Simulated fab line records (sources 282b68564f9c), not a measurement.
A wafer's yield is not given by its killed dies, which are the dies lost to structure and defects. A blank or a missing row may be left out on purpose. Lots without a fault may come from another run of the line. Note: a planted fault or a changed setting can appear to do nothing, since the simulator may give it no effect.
fab line records :: flow ritCmos
record
  lots=7
  wafers=21
  lastDay=6
route steps=202 shown PLDD@118 SPACER@125
lots untouched by any fault: they come from a run of this same line in which no faults occurred
startH: start of the lot's first displayed wafer, in hours after the record's first day :: waitH: hours since the lot's step before :: " as in the row above :: L1.1+2: several wafers, shown together as one row :: - no value present, or no start provided :: * or withheld: withheld :: < > ~ a bound
route shown NAME@n: a module of which the file shows steps, and the number in the route of the first :: usual: mean/standard deviation of fault-free wafers :: same: alike in all rows :: chamber/n: place in a boat :: sites: each site's reading :: _std_site: how widely they spread, as a standard deviation :: _edge_site: outer sites' mean less inner sites' :: radiusMm: for every site, how far away it sits from the centre of the wafer :: mask NAME#n: copy n :: behind: the last tool/chamber to shape the wafer :: hold: why the lot was held/for how many hours/how that ended :: device: the transistor (n, p or np) that didn't switch :: end of line: the route-end tests of the same wafers :: a step with no rows: only its recipe :: killed: at the first sort, the dies lost to defects and structure; wafer yield is something else :: map: the dies of a wafer, with x for killed, . for not killed, _ for no die there
set.NAME: the setting as run; set.NAME@STEP: as run at that earlier step :: model.NAME: the simulator's own value behind a step, which no gauge read
certain route steps with their lots: each step a table, each wafer a row
services: the hour from which a tool's chamber was out of use, counted from the record's first day as startH (under 0 if before that day), plus the number of hours and why
## steps
# step RIT_PLDD_PEB_04
# recipe
  resist=NOVOLAK
  tempC=withheld
  timeS=withheld
# step RIT_PLDD_DEVELOP_05
# recipe
  resist=NOVOLAK
  developTimeS=51.36
  devTempC=23
# step RIT_PLDD_OVL_MEAS_06
# usual
  PLDD_OVL=0.0/1.4
lot.wafer: L234.1
tool: overlay-01
chamber: -
startH: 43.16
waitH: -
PLDD_OVL[nm]: 0.2

lot.wafer: L234.5
tool: overlay-01
chamber: -
startH: 43.16
waitH: -
PLDD_OVL[nm]: -1.2

lot.wafer: L234.6
tool: overlay-01
chamber: -
startH: 43.16
waitH: -
PLDD_OVL[nm]: -0.3

lot.wafer: L238.2
tool: overlay-02
chamber: -
startH: 62.93
waitH: -
PLDD_OVL[nm]: -1.8

lot.wafer: L238.5
tool: overlay-02
chamber: -
startH: 62.93
waitH: -
PLDD_OVL[nm]: 1.4

lot.wafer: L238.6
tool: overlay-02
chamber: -
startH: 62.93
waitH: -
PLDD_OVL[nm]: -2.1

lot.wafer: L248.2
tool: overlay-02
chamber: -
startH: 117.57
waitH: -
PLDD_OVL[nm]: 0.6

lot.wafer: L248.3
tool: overlay-02
chamber: -
startH: 117.57
waitH: -
PLDD_OVL[nm]: 1.7

lot.wafer: L248.6
tool: overlay-02
chamber: -
startH: 117.57
waitH: -
PLDD_OVL[nm]: 0.6

lot.wafer: L249.1
tool: overlay-02
chamber: -
startH: 119.91
waitH: -
PLDD_OVL[nm]: -0.7

lot.wafer: L249.4
tool: overlay-02
chamber: -
startH: 119.91
waitH: -
PLDD_OVL[nm]: -1.2

lot.wafer: L249.6
tool: overlay-02
chamber: -
startH: 119.91
waitH: -
PLDD_OVL[nm]: -0.6

lot.wafer: L251.2
tool: overlay-02
chamber: -
startH: 131.97
waitH: -
PLDD_OVL[nm]: -0.2

lot.wafer: L251.4
tool: overlay-02
chamber: -
startH: 131.97
waitH: -
PLDD_OVL[nm]: -0.6

lot.wafer: L251.6
tool: overlay-02
chamber: -
startH: 131.97
waitH: -
PLDD_OVL[nm]: -1.8

lot.wafer: L252.1
tool: overlay-02
chamber: -
startH: 134.79
waitH: -
PLDD_OVL[nm]: -2.6

lot.wafer: L252.2
tool: overlay-02
chamber: -
startH: 134.79
waitH: -
PLDD_OVL[nm]: 0.0

lot.wafer: L252.5
tool: overlay-02
chamber: -
startH: 134.79
waitH: -
PLDD_OVL[nm]: 0.5

lot.wafer: L253.3
tool: overlay-02
chamber: -
startH: 138.40
waitH: -
PLDD_OVL[nm]: -2.7

lot.wafer: L253.4
tool: overlay-02
chamber: -
startH: 138.40
waitH: -
PLDD_OVL[nm]: -1.0

lot.wafer: L253.5
tool: overlay-02
chamber: -
startH: 138.40
waitH: -
PLDD_OVL[nm]: -1.0
# step RIT_PLDD_HARDBAKE_07
# recipe
  resist=NOVOLAK
  tempC=140
  timeS=60
# step RIT_PLDD_IMPLANT_08
# recipe
  species=BF2
  energyKev=20
  doseCm2=9e+14
  tiltDeg=7
# step RIT_PLDD_STRIP_09
# recipe
  chemistry=O2
  timeS=180
  resist=NOVOLAK
  platenTempC=withheld
  powerW=500
  pressureMtorr=4000
  o2FlowSccm=4000
# usual
  drypumpMotorCurrentA=5.90/0.22
lot.wafer: L234.1
tool: plasmaAsher-02
chamber: 1
startH: 43.50
waitH: 0.1
drypumpMotorCurrentA: 5.82
rfHoursCounterH: 39

lot.wafer: L234.5
tool: plasmaAsher-02
chamber: 0
startH: 43.50
waitH: 0.1
drypumpMotorCurrentA: 5.83
rfHoursCounterH: -

lot.wafer: L234.6
tool: plasmaAsher-02
chamber: 1
startH: 43.50
waitH: 0.1
drypumpMotorCurrentA: 5.84
rfHoursCounterH: -

lot.wafer: L238.2
tool: plasmaAsher-02
chamber: 1
startH: 63.26
waitH: 0.1
drypumpMotorCurrentA: 5.83
rfHoursCounterH: 42

lot.wafer: L238.5
tool: plasmaAsher-02
chamber: 1
startH: 63.26
waitH: 0.1
drypumpMotorCurrentA: 5.83
rfHoursCounterH: -

lot.wafer: L238.6
tool: plasmaAsher-02
chamber: 0
startH: 63.26
waitH: 0.1
drypumpMotorCurrentA: 5.82
rfHoursCounterH: -

lot.wafer: L248.2
tool: plasmaAsher-04
chamber: 0
startH: 117.90
waitH: 0.1
drypumpMotorCurrentA: 6.36
rfHoursCounterH: 35

lot.wafer: L248.3
tool: plasmaAsher-04
chamber: 1
startH: 117.90
waitH: 0.1
drypumpMotorCurrentA: 5.88
rfHoursCounterH: -

lot.wafer: L248.6
tool: plasmaAsher-04
chamber: 1
startH: 117.90
waitH: 0.1
drypumpMotorCurrentA: 5.86
rfHoursCounterH: -

lot.wafer: L249.1
tool: plasmaAsher-03
chamber: 0
startH: 120.25
waitH: 0.1
drypumpMotorCurrentA: 5.61
rfHoursCounterH: 47

lot.wafer: L249.4
tool: plasmaAsher-03
chamber: 1
startH: 120.25
waitH: 0.1
drypumpMotorCurrentA: 6.00
rfHoursCounterH: -

lot.wafer: L249.6
tool: plasmaAsher-03
chamber: 0
startH: 120.25
waitH: 0.1
drypumpMotorCurrentA: 5.58
rfHoursCounterH: -

lot.wafer: L251.2
tool: plasmaAsher-03
chamber: 0
startH: 132.30
waitH: 0.1
drypumpMotorCurrentA: 5.59
rfHoursCounterH: 48

lot.wafer: L251.4
tool: plasmaAsher-03
chamber: 0
startH: 132.30
waitH: 0.1
drypumpMotorCurrentA: 5.61
rfHoursCounterH: -

lot.wafer: L251.6
tool: plasmaAsher-03
chamber: 0
startH: 132.30
waitH: 0.1
drypumpMotorCurrentA: 5.60
rfHoursCounterH: -

lot.wafer: L252.1
tool: plasmaAsher-02
chamber: 1
startH: 135.13
waitH: 0.1
drypumpMotorCurrentA: 5.83
rfHoursCounterH: 50

lot.wafer: L252.2
tool: plasmaAsher-02
chamber: 0
startH: 135.13
waitH: 0.1
drypumpMotorCurrentA: 5.86
rfHoursCounterH: 50

lot.wafer: L252.5
tool: plasmaAsher-02
chamber: 0
startH: 135.13
waitH: 0.1
drypumpMotorCurrentA: 5.85
rfHoursCounterH: -

lot.wafer: L253.3
tool: plasmaAsher-03
chamber: 1
startH: 138.78
waitH: 0.1
drypumpMotorCurrentA: 6.04
rfHoursCounterH: -

lot.wafer: L253.4
tool: plasmaAsher-03
chamber: 0
startH: 138.78
waitH: 0.1
drypumpMotorCurrentA: 5.59
rfHoursCounterH: -

lot.wafer: L253.5
tool: plasmaAsher-03
chamber: 0
startH: 138.78
waitH: 0.1
drypumpMotorCurrentA: 5.59
rfHoursCounterH: -
# step RIT_PLDD_TW_MEAS_10
# usual
  PLDD_TW=2334/12
lot.wafer: L234.1
tool: filmMetro-01
chamber: -
startH: 43.67
waitH: 0.1
PLDD_TW: 2356

lot.wafer: L234.5
tool: filmMetro-01
chamber: -
startH: 43.67
waitH: 0.1
PLDD_TW: 2333

lot.wafer: L234.6
tool: filmMetro-01
chamber: -
startH: 43.67
waitH: 0.1
PLDD_TW: 2330

lot.wafer: L238.2
tool: filmMetro-03
chamber: -
startH: 63.45
waitH: 0.1
PLDD_TW: 2311

lot.wafer: L238.5
tool: filmMetro-03
chamber: -
startH: 63.45
waitH: 0.1
PLDD_TW: 2323

lot.wafer: L238.6
tool: filmMetro-03
chamber: -
startH: 63.45
waitH: 0.1
PLDD_TW: 2308

lot.wafer: L248.2
tool: filmMetro-03
chamber: -
startH: 118.09
waitH: 0.1
PLDD_TW: 2324

lot.wafer: L248.3
tool: filmMetro-03
chamber: -
startH: 118.09
waitH: 0.1
PLDD_TW: 2330

lot.wafer: L248.6
tool: filmMetro-03
chamber: -
startH: 118.09
waitH: 0.1
PLDD_TW: 2321

lot.wafer: L249.1
tool: filmMetro-03
chamber: -
startH: 120.42
waitH: 0.1
PLDD_TW: 2337

lot.wafer: L249.4
tool: filmMetro-03
chamber: -
startH: 120.42
waitH: 0.1
PLDD_TW: 2333

lot.wafer: L249.6
tool: filmMetro-03
chamber: -
startH: 120.42
waitH: 0.1
PLDD_TW: 2340

lot.wafer: L251.2
tool: filmMetro-01
chamber: -
startH: 132.49
waitH: 0.1
PLDD_TW: 2352

lot.wafer: L251.4
tool: filmMetro-01
chamber: -
startH: 132.49
waitH: 0.1
PLDD_TW: 2337

lot.wafer: L251.6
tool: filmMetro-01
chamber: -
startH: 132.49
waitH: 0.1
PLDD_TW: 2339

lot.wafer: L252.1
tool: filmMetro-03
chamber: -
startH: 135.30
waitH: 0.1
PLDD_TW: 2338

lot.wafer: L252.2
tool: filmMetro-03
chamber: -
startH: 135.30
waitH: 0.1
PLDD_TW: 2342

lot.wafer: L252.5
tool: filmMetro-03
chamber: -
startH: 135.30
waitH: 0.1
PLDD_TW: 2328

lot.wafer: L253.3
tool: filmMetro-02
chamber: -
startH: 138.91
waitH: 0.1
PLDD_TW: 2330

lot.wafer: L253.4
tool: filmMetro-02
chamber: -
startH: 138.91
waitH: 0.1
PLDD_TW: 2323

lot.wafer: L253.5
tool: filmMetro-02
chamber: -
startH: 138.91
waitH: 0.1
PLDD_TW: 2338
# step RIT_SPACER_CLEAN_00
# recipe
  chemistry=SC1
  mix=3:3:50
  timeS=600
  tempC=75
# step RIT_SPACER_CLEAN_01
# recipe
  chemistry=dHF
  dilution=50:1
  timeS=30
# step RIT_SPACER_CLEAN_02
# recipe
  chemistry=SC2
  mix=3:3:50
  timeS=600
  tempC=75
  dry=n2Spin
# step RIT_SPACER_CVD_03
# recipe
  material=Si3N4
  targetThkNm=250
  tempC=810
  precursor=SiH2Cl2/NH3
  timeS=3300
  pressureMtorr=300
  sih2cl2FlowSccm=60
  nh3FlowSccm=150
# step RIT_SPACER_THK_MEAS_04
# recipe
  reads=Si3N4_of_SPACER_CVD_03
# usual
  SPACER_NITRIDE_THK=249.7/2.7
lot.wafer: L234.1
tool: filmMetro-02
chamber: -
startH: 46.02
waitH: 0.0
SPACER_NITRIDE_THK[nm]: 246.0

lot.wafer: L234.5
tool: filmMetro-02
chamber: -
startH: 46.02
waitH: 0.0
SPACER_NITRIDE_THK[nm]: 248.3

lot.wafer: L234.6
tool: filmMetro-02
chamber: -
startH: 46.02
waitH: 0.0
SPACER_NITRIDE_THK[nm]: 246.7

lot.wafer: L238.2
tool: filmMetro-02
chamber: -
startH: 65.79
waitH: 0.0
SPACER_NITRIDE_THK[nm]: 248.7

lot.wafer: L238.5
tool: filmMetro-02
chamber: -
startH: 65.79
waitH: 0.0
SPACER_NITRIDE_THK[nm]: 249.4

lot.wafer: L238.6
tool: filmMetro-02
chamber: -
startH: 65.79
waitH: 0.0
SPACER_NITRIDE_THK[nm]: 248.1

lot.wafer: L248.2
tool: filmMetro-02
chamber: -
startH: 121.39
waitH: 0.0
SPACER_NITRIDE_THK[nm]: 252.1

lot.wafer: L248.3
tool: filmMetro-02
chamber: -
startH: 121.39
waitH: 0.0
SPACER_NITRIDE_THK[nm]: 250.9

lot.wafer: L248.6
tool: filmMetro-02
chamber: -
startH: 121.39
waitH: 0.0
SPACER_NITRIDE_THK[nm]: 251.2

lot.wafer: L249.1
tool: filmMetro-04
chamber: -
startH: 122.77
waitH: 0.0
SPACER_NITRIDE_THK[nm]: 246.2

lot.wafer: L249.4
tool: filmMetro-04
chamber: -
startH: 122.77
waitH: 0.0
SPACER_NITRIDE_THK[nm]: 244.2

lot.wafer: L249.6
tool: filmMetro-04
chamber: -
startH: 122.77
waitH: 0.0
SPACER_NITRIDE_THK[nm]: 243.6

lot.wafer: L251.2
tool: filmMetro-03
chamber: -
startH: 134.85
waitH: 0.0
SPACER_NITRIDE_THK[nm]: 251.1

lot.wafer: L251.4
tool: filmMetro-03
chamber: -
startH: 134.85
waitH: 0.0
SPACER_NITRIDE_THK[nm]: 251.0

lot.wafer: L251.6
tool: filmMetro-03
chamber: -
startH: 134.85
waitH: 0.0
SPACER_NITRIDE_THK[nm]: 250.7

lot.wafer: L252.1
tool: filmMetro-04
chamber: -
startH: 138.64
waitH: 0.0
SPACER_NITRIDE_THK[nm]: 255.5

lot.wafer: L252.2
tool: filmMetro-04
chamber: -
startH: 138.64
waitH: 0.0
SPACER_NITRIDE_THK[nm]: 253.7

lot.wafer: L252.5
tool: filmMetro-04
chamber: -
startH: 138.64
waitH: 0.0
SPACER_NITRIDE_THK[nm]: 254.5

lot.wafer: L253.3
tool: filmMetro-03
chamber: -
startH: 143.66
waitH: 0.0
SPACER_NITRIDE_THK[nm]: 251.2

lot.wafer: L253.4
tool: filmMetro-03
chamber: -
startH: 143.66
waitH: 0.0
SPACER_NITRIDE_THK[nm]: 252.5

lot.wafer: L253.5
tool: filmMetro-03
chamber: -
startH: 143.66
waitH: 0.0
SPACER_NITRIDE_THK[nm]: 252.4
# step RIT_SPACER_ETCHBACK_05
# recipe
  targetDepthA=2500
  SF6_flow_sccm=30
  CHF3_flow_sccm=30
  target=Si3N4
  chemistry=SF6/CHF3
  pressureMtorr=40
  rfW=250
  timeS=240
  stopOn=SiO2
# usual
  CHF3_flow_sccm=30.02/0.093
  SF6_flow_sccm=30.00/0.094
  drypumpMotorCurrentA=5.6/0.32
  oesProductAu=0.848/0.015
  throttleValvePct=10.22/0.19
lot.wafer: L234.1
tool: rieDiel-04
chamber: 2
startH: 46.08
waitH: 0.1
CHF3_flow_sccm: 29.94
SF6_flow_sccm: 29.94
drypumpMotorCurrentA: 6.0
oesProductAu: 0.850
rfHoursCounterH: 130
throttleValvePct: 10.39
model.poly-Si_of_GATE_CVD_08.thkNm: 156.5
model.Si3N4_of_SPACER_CVD_03.thkNm: 193.7
model.SiO2_of_FOX2_OXIDATION_00.thkNm: 191.6

lot.wafer: L234.5
tool: rieDiel-04
chamber: 3
startH: 46.08
waitH: 0.1
CHF3_flow_sccm: 30.10
SF6_flow_sccm: 29.93
drypumpMotorCurrentA: 5.6
oesProductAu: 0.844
rfHoursCounterH: -
throttleValvePct: 10.12
model.poly-Si_of_GATE_CVD_08.thkNm: 154.3
model.Si3N4_of_SPACER_CVD_03.thkNm: 193.2
model.SiO2_of_FOX2_OXIDATION_00.thkNm: 183.8

lot.wafer: L234.6
tool: rieDiel-04
chamber: 2
startH: 46.08
waitH: 0.1
CHF3_flow_sccm: 30.05
SF6_flow_sccm: 30.17
drypumpMotorCurrentA: 6.0
oesProductAu: 0.853
rfHoursCounterH: -
throttleValvePct: 10.40
model.poly-Si_of_GATE_CVD_08.thkNm: 154.8
model.Si3N4_of_SPACER_CVD_03.thkNm: 194.6
model.SiO2_of_FOX2_OXIDATION_00.thkNm: 185.7

lot.wafer: L238.2
tool: rieDiel-02
chamber: 0
startH: 65.84
waitH: 0.0
CHF3_flow_sccm: 30.12
SF6_flow_sccm: 29.95
drypumpMotorCurrentA: 6.0
oesProductAu: 0.826
rfHoursCounterH: 56
throttleValvePct: 10.54
model.poly-Si_of_GATE_CVD_08.thkNm: 157.7
model.Si3N4_of_SPACER_CVD_03.thkNm: 194.6
model.SiO2_of_FOX2_OXIDATION_00.thkNm: 185

lot.wafer: L238.5
tool: rieDiel-02
chamber: 2
startH: 65.84
waitH: 0.0
CHF3_flow_sccm: 30.12
SF6_flow_sccm: 30.09
drypumpMotorCurrentA: 5.7
oesProductAu: 0.837
rfHoursCounterH: -
throttleValvePct: 10.16
model.poly-Si_of_GATE_CVD_08.thkNm: 156.8
model.Si3N4_of_SPACER_CVD_03.thkNm: 196.2
model.SiO2_of_FOX2_OXIDATION_00.thkNm: 179.6

lot.wafer: L238.6
tool: rieDiel-02
chamber: 3
startH: 65.84
waitH: 0.0
CHF3_flow_sccm: 30.09
SF6_flow_sccm: 30.05
drypumpMotorCurrentA: 5.9
oesProductAu: 0.815
rfHoursCounterH: -
throttleValvePct: 10.60
model.poly-Si_of_GATE_CVD_08.thkNm: 155.1
model.Si3N4_of_SPACER_CVD_03.thkNm: 193.5
model.SiO2_of_FOX2_OXIDATION_00.thkNm: 180.6

lot.wafer: L248.2
tool: rieDiel-04
chamber: 3
startH: 121.44
waitH: 0.0
CHF3_flow_sccm: 30.01
SF6_flow_sccm: 30.10
drypumpMotorCurrentA: 5.5
oesProductAu: 0.861
rfHoursCounterH: 9
throttleValvePct: 10.11
model.poly-Si_of_GATE_CVD_08.thkNm: 162.9
model.Si3N4_of_SPACER_CVD_03.thkNm: 196.6
model.SiO2_of_FOX2_OXIDATION_00.thkNm: 177.8

lot.wafer: L248.3
tool: rieDiel-04
chamber: 1
startH: 121.44
waitH: 0.0
CHF3_flow_sccm: 30.02
SF6_flow_sccm: 30.19
drypumpMotorCurrentA: 6.1
oesProductAu: 0.856
rfHoursCounterH: 113
throttleValvePct: 10.46
model.poly-Si_of_GATE_CVD_08.thkNm: 163.4
model.Si3N4_of_SPACER_CVD_03.thkNm: 195.7
model.SiO2_of_FOX2_OXIDATION_00.thkNm: 171.6

lot.wafer: L248.6
tool: rieDiel-04
chamber: 2
startH: 121.44
waitH: 0.0
CHF3_flow_sccm: 30.14
SF6_flow_sccm: 29.98
drypumpMotorCurrentA: 6.0
oesProductAu: 0.863
rfHoursCounterH: -
throttleValvePct: 10.40
model.poly-Si_of_GATE_CVD_08.thkNm: 165.6
model.Si3N4_of_SPACER_CVD_03.thkNm: 197.6
model.SiO2_of_FOX2_OXIDATION_00.thkNm: 176

lot.wafer: L249.1
tool: rieDiel-02
chamber: 2
startH: 122.83
waitH: 0.1
CHF3_flow_sccm: 30.20
SF6_flow_sccm: 30.05
drypumpMotorCurrentA: 5.6
oesProductAu: 0.828
rfHoursCounterH: 6
throttleValvePct: 10.14
model.poly-Si_of_GATE_CVD_08.thkNm: 159.8
model.Si3N4_of_SPACER_CVD_03.thkNm: 193.2
model.SiO2_of_FOX2_OXIDATION_00.thkNm: 177.6

lot.wafer: L249.4
tool: rieDiel-02
chamber: 1
startH: 122.83
waitH: 0.1
CHF3_flow_sccm: 29.88
SF6_flow_sccm: 29.95
drypumpMotorCurrentA: 5.3
oesProductAu: 0.832
rfHoursCounterH: 9
throttleValvePct: 10.14
model.poly-Si_of_GATE_CVD_08.thkNm: 159.4
model.Si3N4_of_SPACER_CVD_03.thkNm: 192.1
model.SiO2_of_FOX2_OXIDATION_00.thkNm: 175.7

lot.wafer: L249.6
tool: rieDiel-02
chamber: 0
startH: 122.83
waitH: 0.1
CHF3_flow_sccm: 30.00
SF6_flow_sccm: 30.13
drypumpMotorCurrentA: 6.0
oesProductAu: 0.821
rfHoursCounterH: -
throttleValvePct: 10.54
model.poly-Si_of_GATE_CVD_08.thkNm: 158.1
model.Si3N4_of_SPACER_CVD_03.thkNm: 191
model.SiO2_of_FOX2_OXIDATION_00.thkNm: 170.6

lot.wafer: L251.2
tool: rieDiel-03
chamber: 1
startH: 134.90
waitH: 0.0
CHF3_flow_sccm: -
SF6_flow_sccm: -
drypumpMotorCurrentA: -
oesProductAu: -
rfHoursCounterH: -
throttleValvePct: -
model.poly-Si_of_GATE_CVD_08.thkNm: 219
model.Si3N4_of_SPACER_CVD_03.thkNm: 251.2
model.SiO2_of_FOX2_OXIDATION_00.thkNm: 224

lot.wafer: L251.4
tool: rieDiel-03
chamber: 0
startH: 134.90
waitH: 0.0
CHF3_flow_sccm: -
SF6_flow_sccm: -
drypumpMotorCurrentA: -
oesProductAu: -
rfHoursCounterH: -
throttleValvePct: -
model.poly-Si_of_GATE_CVD_08.thkNm: 218.4
model.Si3N4_of_SPACER_CVD_03.thkNm: 251
model.SiO2_of_FOX2_OXIDATION_00.thkNm: 214.1

lot.wafer: L251.6
tool: rieDiel-03
chamber: 2
startH: 134.90
waitH: 0.0
CHF3_flow_sccm: -
SF6_flow_sccm: -
drypumpMotorCurrentA: -
oesProductAu: -
rfHoursCounterH: -
throttleValvePct: -
model.poly-Si_of_GATE_CVD_08.thkNm: 218.5
model.Si3N4_of_SPACER_CVD_03.thkNm: 250.7
model.SiO2_of_FOX2_OXIDATION_00.thkNm: 223.2

lot.wafer: L252.1
tool: rieDiel-02
chamber: 0
startH: 138.70
waitH: 0.1
CHF3_flow_sccm: -
SF6_flow_sccm: -
drypumpMotorCurrentA: -
oesProductAu: -
rfHoursCounterH: -
throttleValvePct: -
model.poly-Si_of_GATE_CVD_08.thkNm: 222.5
model.Si3N4_of_SPACER_CVD_03.thkNm: 255.5
model.SiO2_of_FOX2_OXIDATION_00.thkNm: 226.9

lot.wafer: L252.2
tool: rieDiel-02
chamber: 3
startH: 138.70
waitH: 0.1
CHF3_flow_sccm: -
SF6_flow_sccm: -
drypumpMotorCurrentA: -
oesProductAu: -
rfHoursCounterH: -
throttleValvePct: -
model.poly-Si_of_GATE_CVD_08.thkNm: 225.3
model.Si3N4_of_SPACER_CVD_03.thkNm: 253.7
model.SiO2_of_FOX2_OXIDATION_00.thkNm: 223.2

lot.wafer: L252.5
tool: rieDiel-02
chamber: 2
startH: 138.70
waitH: 0.1
CHF3_flow_sccm: -
SF6_flow_sccm: -
drypumpMotorCurrentA: -
oesProductAu: -
rfHoursCounterH: -
throttleValvePct: -
model.poly-Si_of_GATE_CVD_08.thkNm: 222.6
model.Si3N4_of_SPACER_CVD_03.thkNm: 254.7
model.SiO2_of_FOX2_OXIDATION_00.thkNm: 232.6

lot.wafer: L253.3
tool: rieDiel-03
chamber: 1
startH: 143.70
waitH: 0.0
CHF3_flow_sccm: -
SF6_flow_sccm: -
drypumpMotorCurrentA: -
oesProductAu: -
rfHoursCounterH: -
throttleValvePct: -
model.poly-Si_of_GATE_CVD_08.thkNm: 222.9
model.Si3N4_of_SPACER_CVD_03.thkNm: 251.4
model.SiO2_of_FOX2_OXIDATION_00.thkNm: 228.7

lot.wafer: L253.4
tool: rieDiel-03
chamber: 1
startH: 143.70
waitH: 0.0
CHF3_flow_sccm: -
SF6_flow_sccm: -
drypumpMotorCurrentA: -
oesProductAu: -
rfHoursCounterH: -
throttleValvePct: -
model.poly-Si_of_GATE_CVD_08.thkNm: 223.1
model.Si3N4_of_SPACER_CVD_03.thkNm: 252.3
model.SiO2_of_FOX2_OXIDATION_00.thkNm: 224

lot.wafer: L253.5
tool: rieDiel-03
chamber: 2
startH: 143.70
waitH: 0.0
CHF3_flow_sccm: -
SF6_flow_sccm: -
drypumpMotorCurrentA: -
oesProductAu: -
rfHoursCounterH: -
throttleValvePct: -
model.poly-Si_of_GATE_CVD_08.thkNm: 221.9
model.Si3N4_of_SPACER_CVD_03.thkNm: 252.4
model.SiO2_of_FOX2_OXIDATION_00.thkNm: 223.9
## services
tool: rieDiel-03
chamber: 1
startH: 20.27
hours: 7.6
kind: repair

tool: rieDiel-02
chamber: 2
startH: 21.25
hours: 3.2
kind: repair

tool: plasmaAsher-03
chamber: -
startH: 37.01
hours: 14.6
kind: pm

tool: rieDiel-03
chamber: 2
startH: 50.43
hours: 5.5
kind: repair

tool: plasmaAsher-02
chamber: -
startH: 51.44
hours: 2.8
kind: pm

tool: rieDiel-04
chamber: -
startH: 59.02
hours: 0.9
kind: repair

tool: rieDiel-03
chamber: 1
startH: 69.09
hours: 9.3
kind: repair

tool: rieDiel-03
chamber: 3
startH: 69.48
hours: 14.2
kind: repair

tool: rieDiel-02
chamber: 0
startH: 73.39
hours: 13.9
kind: repair

tool: rieDiel-04
chamber: 0
startH: 93.81
hours: 9.9
kind: repair

tool: rieDiel-04
chamber: 1
startH: 96.48
hours: 6.6
kind: repair

tool: rieDiel-04
chamber: -
startH: 107.45
hours: 0.5
kind: repair

tool: rieDiel-03
chamber: 0
startH: 142.34
hours: 7.7
kind: repair
## key
firstSign
  step=RIT_SPACER_ETCHBACK_05
  reading=toolRecord
  direction=missing
effect none on later readings
modelEffect
  step=RIT_SPACER_ETCHBACK_05
  value=poly-Si_of_GATE_CVD_08.thkNm
  without=156.6
  struck=221.6
metAt RIT_SPACER_ETCHBACK_05
struckWafers L251.2,L251.4,L251.6,L252.1,L252.2,L252.5,L253.3,L253.4,L253.5
laterRowsLeftOut L251.2,L251.4,L251.6,L252.1,L252.2,L252.5,L253.3,L253.4,L253.5
sortLeftOut L251.2,L251.4,L251.6,L252.1,L252.2,L252.5,L253.3,L253.4,L253.5
testerLeftOut L251,L252,L253
onsetBetween 122.83 134.90
fault
  kind=skippedStepWhole
  tool=rieDiel-02,rieDiel-03
  chamber=-
  onsetH=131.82
  steps=RIT_SPACER_ETCHBACK_05
  scope=struckLotsOnly
# testerLeftOut: of these lots the tester's yield and bins aren't shown, on N5 and GAA mostly nor the transistor test; their killed dies are dies lost to structure and defects alone, not to doping, threshold or leakage, so they don't give the yield
# sortLeftOut: the simulated sort isn't trusted on such a fault, so these wafers' sort isn't shown, and their yield isn't known
# laterRowsLeftOut: the simulator's readings of these wafers behind a module that went badly wrong aren't trusted and aren't shown, but for the sort
